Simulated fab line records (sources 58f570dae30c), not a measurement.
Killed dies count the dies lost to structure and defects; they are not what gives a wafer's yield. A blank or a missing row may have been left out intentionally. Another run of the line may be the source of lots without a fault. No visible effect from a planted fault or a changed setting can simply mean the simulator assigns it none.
Matching of chambers | flow berkeley_cmos170 | UCB170_V1_CMP_02 on cmp-01: 4 sister chambers
The step polishes SiO2. 4 wafers are shown with their chamber, then 7 later ones without.

## WAFERS, EACH WITH ITS CHAMBER
wafer  | chamber | motor_current_A (A)
L905.3 | 1       | 15.8
L905.4 | 2       | 19.6
L911.1 | 0       | 15.6
L911.2 | 3       | 15.4

## WAFERS WITH NO CHAMBER GIVEN
wafer  | motor_current_A (A)
L911.6 | 15.0
L914.1 | 19.3
L914.2 | 14.3
L914.3 | 17.1
L913.2 | 17.7
L913.4 | 18.4
L913.6 | 15.9

## CHAMBER TAKEN BY EACH
wafer  | from the rows above               | in truth
L911.6 | can't be placed: 3 or 0 or 1      | 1
L914.1 | 2                                 | 2
L914.2 | can't be placed: 3 or 0 or 1      | 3
L914.3 | can't be placed: 1 or 0 or 3 or 2 | 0
L913.2 | can't be placed: 1 or 2 or 0 or 3 | 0
L913.4 | can't be placed: 2 or 1 or 0 or 3 | 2
L913.6 | can't be placed: 1 or 0 or 3      | 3
Correct placement for 1 of the 7. Can't be placed from these rows: 6 (the true chamber is among the candidates in 6). Number placed wrongly: 0.
How it was worked out, from the rows above alone: a wafer's distance from a chamber is the root of the sum, over the readings, of the square of ((its reading less the chamber's mean) divided by the reading's scatter). The wafer belongs to the nearest chamber; if the next one is less than 2 further off, it can't be placed. For every chamber, the mean is computed from those of its wafers that are shown. The scatter (one wafer shown for each chamber): square how far every hidden wafer sits from the nearest shown wafer, average those squares and take the square root.
